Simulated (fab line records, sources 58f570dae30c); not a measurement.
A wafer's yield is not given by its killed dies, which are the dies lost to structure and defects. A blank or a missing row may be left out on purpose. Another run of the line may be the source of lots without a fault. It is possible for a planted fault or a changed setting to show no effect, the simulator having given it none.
Lot-split experiment ; flow berkeley_cmos170 ; 5 lots, 23 wafers read, on a route of 331 steps

THE SPLIT ITSELF
At UCB170_V2_PEB_10, the setting peb_temp_c was moved away from the recipe's 130 C on 5 of the 23 wafers read, by -1.2% to +2.0%. This setting was run at the recipe's value on the other wafers.

FROM THE SPLIT TO THE READING: what the file shows between them, 4 steps
- UCB170_V2_DEVELOP_11: develop time 45 s
- UCB170_V2_CD_MEAS_12: target cd 700 nm
- UCB170_V2_ETCH_14: etches SiO2 in CHF3/CF4/Ar, stops on Al, target depth 1250 nm, time 291 s
- UCB170_V2_STRIP_15: strips in O2

THE READING
At UCB170_V2_CD_MEAS_90: cd_nm in nanometres, against a target cd of 700 nm. A value of 700.2 nm with a standard deviation of 1.2 nm is what fault-free wafers of this fab line usually give.

wafer;tool, chamber at the split;peb_temp_c as run, C;against the recipe;cd_nm, nm;against lot-mates on the recipe
L075.1;litho_track-02, 0;130;recipe;699.7;-
L075.2;litho_track-02, 0;130;recipe;700.2;-
L075.4;litho_track-02, 0;130;recipe;699.1;-
L075.5;litho_track-02, 0;130;recipe;699.8;-
L075.6;litho_track-02, 0;130;recipe;701.1;-
L074.1;litho_track-04, 0;130;recipe;699.0;-
L074.2;litho_track-04, 0;130;recipe;698.1;-
L074.4;litho_track-04, 0;130;recipe;698.8;-
L074.5;litho_track-04, 0;130;recipe;698.6;-
L074.6;litho_track-04, 0;130;recipe;698.8;-
L077.1;litho_track-04, 0;128.4;-1.2%;688.7;-11.1
L077.2;litho_track-04, 0;130;recipe;700.3;-
L077.3;litho_track-04, 0;128.4;-1.2%;688.6;-11.2
L077.4;litho_track-04, 0;130;recipe;699.7;-
L077.5;litho_track-04, 0;130;recipe;699.4;-
L079.2;litho_track-02, 0;132.6;+2.0%;715.0;+15.1
L079.3;litho_track-02, 0;132.6;+2.0%;716.7;+16.9
L079.4;litho_track-02, 0;130;recipe;699.7;-
L079.5;litho_track-02, 0;132.6;+2.0%;716.0;+16.1
L079.6;litho_track-02, 0;130;recipe;700.0;-
L078.1;litho_track-04, 0;130;recipe;702.6;-
L078.3;litho_track-04, 0;130;recipe;703.1;-
L078.6;litho_track-04, 0;130;recipe;703.5;-

THE FIT
A straight line over all 23 wafers: cd_nm changes by +8.23 nm for each +1% of peb_temp_c; r = +0.98; the points scatter about the line by 1.5 nm.
The same after taking each lot's own level away (the mean of its wafers on the recipe; 23 wafers): +8.27 nm for each +1%; r = +1.00; scatter 0.58 nm.
The reading moves by 17 nm for the largest change in peb_temp_c, on that fit.
Measured against the standard deviation above, the lots' own levels, which go from 698.66 to 703.07 nm, span 3.7 times it.
Hence the lot-to-lot level has little effect on the slope; both slopes agree.
Check: with one of the wafers moved furthest among these (+2.0%) left out of the fit, the line predicts +16.9 nm for it against its lot-mates. It came out at +15.1 nm against them.

THE WHOLE CHAIN: every reading that the file lists as answering this split, in the file's order
step;what it does;reading;change (the file's fit);r (the file's)
UCB170_V2_CD_MEAS_12;target cd 700 nm;cd_nm;+8.14 nm for each +1% of the setting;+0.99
UCB170_V2_ETCH_14;etches SiO2 in CHF3/CF4/Ar, stops on Al, target depth 1250 nm, time 291 s;V2.cd_nm (the simulator's own value, which no gauge read);+8.39 nm for each +1% of the setting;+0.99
UCB170_V2_CD_MEAS_90;target cd 700 nm;cd_nm;+8.29 nm for each +1% of the setting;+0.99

FILE'S OWN FIT
cd_nm changes by +8.29 nm for each +1% of peb_temp_c, r = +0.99.
